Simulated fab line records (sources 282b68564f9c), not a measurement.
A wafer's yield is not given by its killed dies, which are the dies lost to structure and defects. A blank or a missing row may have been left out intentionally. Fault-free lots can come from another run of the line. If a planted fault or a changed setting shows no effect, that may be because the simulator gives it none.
Split-lot experiment -- flow rit-cmos -- on a route of 202 steps: 5 lots, 23 wafers read

## ON THE SPLIT
At RIT_SPACER_CVD_03 (deposits Si3N4 from SiH2Cl2/NH3, target thk 250 nm, time 3300 s), the setting sih2cl2-flow-sccm was moved away from the recipe's 60 sccm on 15 of the 23 wafers read, by -7.0% to +12.1%. This setting was run at the recipe's value on the other wafers.

The file shows no step between the split and the reading.

## THE READING
Values of SPACER_NITRIDE_THK in nm from RIT_SPACER_THK_MEAS_04. A value of 249.6 nm with a standard deviation of 1.8 nm is what fault-free wafers of this fab line usually give.

wafer,"tool, chamber at the split","sih2cl2-flow-sccm as run, sccm",against the recipe,"SPACER_NITRIDE_THK, nm",against lot-mates on the recipe
L075.2,"-, -",60,recipe,250.7,-
L075.3,"-, -",60,recipe,249.8,-
L075.4,"-, -",60,recipe,249.4,-
L075.5,"-, -",60,recipe,251.0,-
L075.6,"-, -",60,recipe,251.7,-
L076.1,"-, -",55.81,-7.0%,243.1,no lot-mate on the recipe
L076.2,"-, -",55.81,-7.0%,243.7,no lot-mate on the recipe
L076.4,"-, -",55.81,-7.0%,244.7,no lot-mate on the recipe
L076.5,"-, -",55.81,-7.0%,244.7,no lot-mate on the recipe
L076.6,"-, -",55.81,-7.0%,242.5,no lot-mate on the recipe
L081.3,"lpcvd-02, 0",60,recipe,250.6,-
L081.4,"lpcvd-02, 0",60,recipe,248.8,-
L081.6,"lpcvd-02, 0",60,recipe,249.6,-
L082.1,"-, -",67.28,+12.1%,261.4,no lot-mate on the recipe
L082.3,"-, -",67.28,+12.1%,262.6,no lot-mate on the recipe
L082.4,"-, -",67.28,+12.1%,261.3,no lot-mate on the recipe
L082.5,"-, -",67.28,+12.1%,261.1,no lot-mate on the recipe
L082.6,"-, -",67.28,+12.1%,262.3,no lot-mate on the recipe
L085.2,"-, -",62.84,+4.7%,251.7,no lot-mate on the recipe
L085.3,"-, -",62.84,+4.7%,250.5,no lot-mate on the recipe
L085.4,"-, -",62.84,+4.7%,251.3,no lot-mate on the recipe
L085.5,"-, -",62.84,+4.7%,251.5,no lot-mate on the recipe
L085.6,"-, -",62.84,+4.7%,251.6,no lot-mate on the recipe

THE FIT
A straight line over all 23 wafers: SPACER_NITRIDE_THK changes by +0.898 nm for each +1% of sih2cl2-flow-sccm; r = +0.97; the points scatter about the line by 1.6 nm.
Too few moved wafers have a lot-mate on the recipe to fit a line with each lot's own level taken away.

## THE WHOLE CHAIN: every reading that the file lists as answering this split, in the file's order
step,what it does,reading,change (the file's fit),r (the file's)
RIT_SPACER_CVD_03,"deposits Si3N4 from SiH2Cl2/NH3, target thk 250 nm, time 3300 s","Si3N4_of_SPACER_CVD_03.thk-nm (the simulator's own value, which no gauge read)",+0.904 nm for each +1% of the setting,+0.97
RIT_SPACER_THK_MEAS_04,,SPACER_NITRIDE_THK,+0.9 for each +1% of the setting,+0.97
RIT_SPACER_ETCHBACK_05,"etches Si3N4 in SF6/CHF3, stops on SiO2, target depth 250 nm, time 240 s","etch.depth-nm (the simulator's own value, which no gauge read)",+0.904 nm for each +1% of the setting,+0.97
RIT_SPACER_ETCHBACK_05,"etches Si3N4 in SF6/CHF3, stops on SiO2, target depth 250 nm, time 240 s","Si3N4_of_SPACER_CVD_03.thk-nm (the simulator's own value, which no gauge read)",+0.684 nm for each +1% of the setting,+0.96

## THE FILE'S OWN FIT
SPACER_NITRIDE_THK changes by +0.9 nm for each +1% of sih2cl2-flow-sccm, r = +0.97.
